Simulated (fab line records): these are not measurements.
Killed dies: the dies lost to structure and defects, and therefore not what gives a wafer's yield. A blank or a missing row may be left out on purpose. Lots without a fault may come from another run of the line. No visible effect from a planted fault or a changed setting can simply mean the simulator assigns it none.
Chamber matching | flow berkeley-cmos170 | 4 sister chambers for UCB170_M1_ETCH_11 on rie-diel-03
The step etches BARC in N2/H2. 4 wafers are shown with their chamber, then 9 later ones without.

## WAFERS WITH THEIR CHAMBER
wafer  | chamber | throttle-valve-pct (%)
L554.3 | 3       | 13.19
L557.1 | 2       | 12.95
L557.3 | 0       | 12.92
L557.6 | 1       | 13.14

## WAFERS WITH NO CHAMBER GIVEN
wafer  | throttle-valve-pct (%)
L559.3 | 12.95
L559.4 | 13.12
L559.5 | 13.19
L567.1 | 12.95
L567.5 | 12.92
L567.6 | 13.14
L569.4 | 12.96
L569.5 | 13.17
L569.6 | 12.93

## WHICH CHAMBER EACH WENT THROUGH
wafer  | from the rows above     | in truth
L559.3 | 2                       | 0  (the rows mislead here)
L559.4 | 1                       | 1
L559.5 | 3                       | 3
L567.1 | 2                       | 2
L567.5 | 0                       | 0
L567.6 | 1                       | 1
L569.4 | 2                       | 2
L569.5 | can't be placed: 3 or 1 | 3
L569.6 | can't be placed: 0 or 2 | 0
6 of 9 placed correctly. From these rows, 2 cannot be placed; in 2 the true chamber is one of the candidates. Number placed wrongly: 1.
How it was worked out, from the rows above alone: a wafer's distance from a chamber is the root of the sum, over the readings, of the square of ((its reading less the chamber's mean) divided by the reading's scatter). If the next closest chamber is less than 2 further off than the closest, the wafer can't be placed; otherwise it belongs to the closest. A chamber's mean is the mean of its shown wafers. The scatter: with one shown wafer a chamber, the root of the mean of the squares of how far each hidden wafer lies from its nearest shown one.
